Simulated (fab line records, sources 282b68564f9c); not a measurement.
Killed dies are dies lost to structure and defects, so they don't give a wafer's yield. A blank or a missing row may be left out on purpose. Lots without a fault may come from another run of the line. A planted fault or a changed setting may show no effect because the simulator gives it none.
Which tool did it? | flow rit_cmos | 14 lots, 42 wafers sampled, at 4 steps of a route of 202

WHAT THE GAUGES READ, wafer by wafer
RIT_ACTIVE_BOW_MEAS_00. Usual: INCOMING_BOW 0 um, standard deviation 6.7.
lot  | measured    | on            | INCOMING_BOW (um) | flag
L935 | day 1 15:04 | film_metro-02 | -1 2 0            |
L936 | day 1 20:00 | film_metro-04 | 3 -8 1            |
L939 | day 2 11:00 | film_metro-02 | 11 2 5            |
L941 | day 2 21:00 | film_metro-04 | -1 5 -2           |
L942 | day 3 02:01 | film_metro-01 | 0 3 1             |
L943 | day 3 07:01 | film_metro-04 | -2 -20 10         |
L944 | day 3 12:01 | film_metro-04 | 2 6 -2            |
L945 | day 3 17:00 | film_metro-01 | 8 -5 9            |
L946 | day 3 22:00 | film_metro-01 | 0 4 -11           |
L947 | day 4 03:00 | film_metro-02 | 2 0 -1            |
L948 | day 4 08:00 | film_metro-01 | -16 -7 14         |
L949 | day 4 13:01 | film_metro-01 | 5 3 -4            |
L950 | day 4 18:00 | film_metro-02 | 4 0 -1            |
L957 | day 6 05:00 | film_metro-04 | -5 -5 -1          |

RIT_WELLDRIVE_RS_MEAS_02: measures by four-point-probe. Usual: PWELL_RS 429.2 ohm/sq, standard deviation 1.2.
lot  | measured    | on            | PWELL_RS (ohm/sq) | flag
L935 | day 2 10:40 | film_metro-04 | 432.8 430.0 430.2 |
L936 | day 2 16:59 | film_metro-02 | 430.4 430.3 429.9 |
L939 | day 3 08:13 | film_metro-03 | 430.7 429.8 430.8 |
L941 | day 3 17:38 | film_metro-02 | 427.5 427.2 427.1 |
L942 | day 3 22:43 | film_metro-02 | 428.4 428.3 428.4 |
L943 | day 4 01:48 | film_metro-02 | 427.0 427.4 427.8 |
L944 | day 4 09:17 | film_metro-02 | 429.5 428.9 428.8 |
L945 | day 4 13:31 | film_metro-03 | 428.2 428.1 429.2 |
L946 | day 4 18:37 | film_metro-03 | 430.4 430.5 429.8 |
L947 | day 5 00:18 | film_metro-03 | 430.6 429.5 429.5 |
L948 | day 5 04:44 | film_metro-04 | 429.7 429.8 427.7 |
L949 | day 5 07:41 | film_metro-04 | 429.1 429.7 428.9 |
L950 | day 5 14:56 | film_metro-04 | 430.7 430.0 430.6 |
L957 | day 7 05:59 | film_metro-03 | 429.6 431.0 431.1 |

RIT_GATE_OVL_MEAS_17. Usual: GATE_OVL -1.7 nm, standard deviation 1.3.
lot  | measured    | on         | GATE_OVL (nm)  | flag
L935 | day 2 19:40 | overlay-02 | -2.7 -3.3 -3.1 |
L936 | day 3 02:14 | overlay-02 | -1.3 -1.0 -1.8 |
L939 | day 3 16:05 | overlay-02 | -2.0 -1.0 0.0  |
L941 | day 4 05:02 | overlay-01 | -4.1 -4.6 -1.8 |
L942 | day 4 06:33 | overlay-01 | -3.1 -3.7 -4.1 |
L943 | day 4 11:18 | overlay-01 | -1.5 0.4 -0.3  |
L944 | day 4 19:14 | overlay-01 | -0.6 -0.6 -0.5 |
L945 | day 4 21:34 | overlay-02 | -2.4 -1.2 -2.0 |
L946 | day 5 04:36 | overlay-02 | -2.8 -0.7 -1.4 |
L947 | day 5 09:42 | overlay-01 | -2.6 -2.3 -3.2 |
L948 | day 5 12:37 | overlay-01 | -0.8 -2.4 -1.4 |
L949 | day 5 16:38 | overlay-02 | 0.6 0.2 -0.6   |
L950 | day 5 23:23 | overlay-02 | -1.7 -2.9 -3.2 |
L957 | day 7 17:20 | overlay-02 | -0.4 -2.1 -1.2 |

WHICH TOOL RAN EACH LOT (tool, then ch and the chambers of the sampled wafers, then the start)
lot  | RIT_ACTIVE_CLEAN_15
L935 | wet_bench-02 ch 1, day 1 21:08
L936 | wet_bench-04 ch 0, day 2 01:20
L939 | wet_bench-04 ch 1, day 2 16:36
L941 | wet_bench-04 ch 0, day 3 03:42
L942 | wet_bench-03 ch 3, day 3 07:18
L943 | wet_bench-02 ch 0, day 3 13:14
L944 | wet_bench-04 ch 1, day 3 17:16
L945 | wet_bench-02 ch 2, day 3 23:11
L946 | wet_bench-03 ch 0, day 4 04:29
L947 | wet_bench-03 ch 3, day 4 08:08
L948 | wet_bench-03 ch 1, day 4 14:10
L949 | wet_bench-02 ch 3, day 4 18:58
L950 | wet_bench-04 ch 3, day 4 23:41
L957 | wet_bench-04 ch 1, day 6 11:04
- RIT_ACTIVE_CLEAN_15: cleans in SC1, time 600 s.

WHAT THE TOOLS THEMSELVES READ (means of the sampled wafers that have a number; where no wafer has one, the mark that the record gives instead)
RIT_ACTIVE_CLEAN_15. Usual: bath_guard_temp_C 75.2 C, standard deviation 0.56; bath_heat_duty_pct 15.5 %, standard deviation 2.2.
lot  | tool         | bath_guard_temp_C (C) | bath_heat_duty_pct (%) | flag
L935 | wet_bench-02 | 75.4                  | 17.4                   |
L936 | wet_bench-04 | 74.4                  | 16.5                   |
L939 | wet_bench-04 | 75.9                  | 12.7                   |
L941 | wet_bench-04 | 74.6                  | 15.7                   |
L942 | wet_bench-03 | 74.2                  | 17.5                   |
L943 | wet_bench-02 | 75.8                  | 18.2                   |
L944 | wet_bench-04 | 75.7                  | 12.7                   |
L945 | wet_bench-02 | 75.9                  | 15.7                   |
L946 | wet_bench-03 | 74.2                  | 16.0                   |
L947 | wet_bench-03 | 74.4                  | 17.9                   |
L948 | wet_bench-03 | -                     | -                      | OFF
L949 | wet_bench-02 | -                     | -                      | OFF
L950 | wet_bench-04 | 74.8                  | 14.1                   |
L957 | wet_bench-04 | 76.0                  | 13.5                   |

THE ANSWER, worked out from the rows above alone
Rule: a lot is off if the mean of its wafers that have a number lies more than 3 standard deviations from the usual mean. A lot without any number at a reading at which 4 lots or more have one is off too. The other lots that the step has rows for count as sound. The gauges are gone through in route order, then the tools' own readings, and for those a lot's mean is taken as printed above. The first step at which some lot is off is used, and at that step the reading that is off furthest; a lot without a number counts as furthest.
Off: L948, L949, at RIT_ACTIVE_CLEAN_15 (bath_guard_temp_C). Without a number there: L948, L949.
A tool fits if, at that step or a process step before it, it ran every lot that is off, and no sound lot after the first of them. None of those tried fits.

WHAT THE SIMULATOR HAD PUT IN
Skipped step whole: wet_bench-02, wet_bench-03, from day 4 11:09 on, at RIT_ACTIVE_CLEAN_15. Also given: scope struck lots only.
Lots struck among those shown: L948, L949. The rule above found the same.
